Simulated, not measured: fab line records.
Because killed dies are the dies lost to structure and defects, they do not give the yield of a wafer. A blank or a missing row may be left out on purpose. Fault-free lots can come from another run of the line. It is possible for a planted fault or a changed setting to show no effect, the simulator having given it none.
Which tool is to blame? / flow berkeley cmos170 / at 1 step of a route of 331, 14 lots with 42 wafers sampled

== WHAT THE GAUGES READ, wafer by wafer ==
Not one reading of a measure or inspect step in the record can be checked against a usual standard deviation.

== WHICH TOOL RAN EACH LOT (tool, then ch and the chambers of the sampled wafers, then the start) ==
lot=L769; UCB170_PLDD_STRIP_10=plasma asher-03 ch 0,1, day 6 01:22
lot=L773; UCB170_PLDD_STRIP_10=plasma asher-03 ch 0,1, day 6 16:56
lot=L772; UCB170_PLDD_STRIP_10=plasma asher-02 ch 0,1, day 6 17:14
lot=L774; UCB170_PLDD_STRIP_10=plasma asher-02 ch 0,1, day 7 06:38
lot=L775; UCB170_PLDD_STRIP_10=plasma asher-03 ch 0,1, day 7 07:02
lot=L776; UCB170_PLDD_STRIP_10=plasma asher-03 ch 0,1, day 7 17:47
lot=L777; UCB170_PLDD_STRIP_10=plasma asher-01 ch 0,1, day 8 08:28
lot=L779; UCB170_PLDD_STRIP_10=plasma asher-03 ch 0,1, day 8 08:41
lot=L778; UCB170_PLDD_STRIP_10=plasma asher-02 ch 0,1, day 8 08:48
lot=L781; UCB170_PLDD_STRIP_10=plasma asher-03 ch 0,1, day 8 17:13
lot=L782; UCB170_PLDD_STRIP_10=plasma asher-03 ch 0,1, day 9 00:46
lot=L785; UCB170_PLDD_STRIP_10=plasma asher-02 ch 0,1, day 9 09:46
lot=L787; UCB170_PLDD_STRIP_10=plasma asher-03 ch 0,1, day 9 19:05
lot=L792; UCB170_PLDD_STRIP_10=plasma asher-01 ch 0,1, day 11 12:29
- UCB170_PLDD_STRIP_10: strips in O2.

== AS READ BY THE TOOLS THEMSELVES (means over the sampled wafers that have a number; for cases with no such wafer, the mark the record gives instead) ==
UCB170_PLDD_STRIP_10.
lot=L769; tool=plasma asher-03; drypump motor current A (A)=5.6; o2 flow sccm (sccm)=398.4; oes product au (a.u.)=0.738; strip time to endpoint s (s)=21.64
lot=L773; tool=plasma asher-03; drypump motor current A (A)=5.6; o2 flow sccm (sccm)=399.6; oes product au (a.u.)=0.739; strip time to endpoint s (s)=21.66
lot=L772; tool=plasma asher-02; drypump motor current A (A)=6.3; o2 flow sccm (sccm)=400.2; oes product au (a.u.)=0.729; strip time to endpoint s (s)=21.64
lot=L774; tool=plasma asher-02; drypump motor current A (A)=6.0; o2 flow sccm (sccm)=399.6; oes product au (a.u.)=0.733; strip time to endpoint s (s)=21.60
lot=L775; tool=plasma asher-03; drypump motor current A (A)=5.6; o2 flow sccm (sccm)=399.9; oes product au (a.u.)=0.735; strip time to endpoint s (s)=21.53
lot=L776; tool=plasma asher-03; drypump motor current A (A)=5.6; o2 flow sccm (sccm)=398.8; oes product au (a.u.)=0.735; strip time to endpoint s (s)=21.64
lot=L777; tool=plasma asher-01; drypump motor current A (A)=5.3; o2 flow sccm (sccm)=400.6; oes product au (a.u.)=0.732; strip time to endpoint s (s)=21.44
lot=L779; tool=plasma asher-03; drypump motor current A (A)=5.6; o2 flow sccm (sccm)=399.6; oes product au (a.u.)=0.735; strip time to endpoint s (s)=21.60
lot=L778; tool=plasma asher-02; drypump motor current A (A)=6.0; o2 flow sccm (sccm)=399.4; oes product au (a.u.)=0.733; strip time to endpoint s (s)=21.60
lot=L781; tool=plasma asher-03; drypump motor current A (A)=5.6; o2 flow sccm (sccm)=398.8; oes product au (a.u.)=0.734; strip time to endpoint s (s)=21.73
lot=L782; tool=plasma asher-03; drypump motor current A (A)=5.5; o2 flow sccm (sccm)=400.1; oes product au (a.u.)=0.675; strip time to endpoint s (s)=21.57
lot=L785; tool=plasma asher-02; drypump motor current A (A)=6.0; o2 flow sccm (sccm)=400.0; oes product au (a.u.)=0.733; strip time to endpoint s (s)=21.67
lot=L787; tool=plasma asher-03; drypump motor current A (A)=5.6; o2 flow sccm (sccm)=400.9; oes product au (a.u.)=0.675; strip time to endpoint s (s)=21.56
lot=L792; tool=plasma asher-01; drypump motor current A (A)=5.3; o2 flow sccm (sccm)=399.5; oes product au (a.u.)=0.735; strip time to endpoint s (s)=21.69

== THE ANSWER, worked out from the rows above alone ==
Rule: usual is defined by the lots themselves. Put in order of their means at a reading, lots are off if they are a third of the lots or fewer, leave a main group of 4 or more, and stand apart from it by a gap of 3 or more times the standard deviation of the main group's means; of several such gaps the widest counts. Not used: any main group whose means are identical at the precision the tables above print for the reading. A lot without any number at a reading at which 4 lots or more have one is off too. All remaining lots with rows at the step are treated as sound. The gauges are gone through in route order, then the tools' own readings, and for those a lot's mean is taken as printed above. At the first step where some lot is off, the reading lying furthest off is the one used; lots without a number count as furthest.
Off at UCB170_PLDD_STRIP_10 (oes product au): L782, L787. Main group: mean 0.734 a.u., sd 0.0025.
If a tool, at that step or one of the process steps before it, ran each lot that is off and ran no sound lot following the first of them, it fits. One fits: plasma asher-03 at UCB170_PLDD_STRIP_10. Its last sound lot is L781 (day 8 17:13), its first lot that is off L782 (day 9 00:46): a fault that began between those two fits.
On the lots that are off, the tool's own readings at UCB170_PLDD_STRIP_10 differ by more than 5 times the standard deviation of the sound lots' means, which bears it out; oes product au reads 0.675 a.u. there versus 0.734 a.u. on the sound lots.

== WHAT THE SIMULATOR HAD PUT IN ==
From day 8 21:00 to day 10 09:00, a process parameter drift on plasma asher-03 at UCB170_PLDD_STRIP_10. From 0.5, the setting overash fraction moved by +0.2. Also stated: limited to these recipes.
Shown lots that were struck: L782, L787. The rule above reached the same finding.
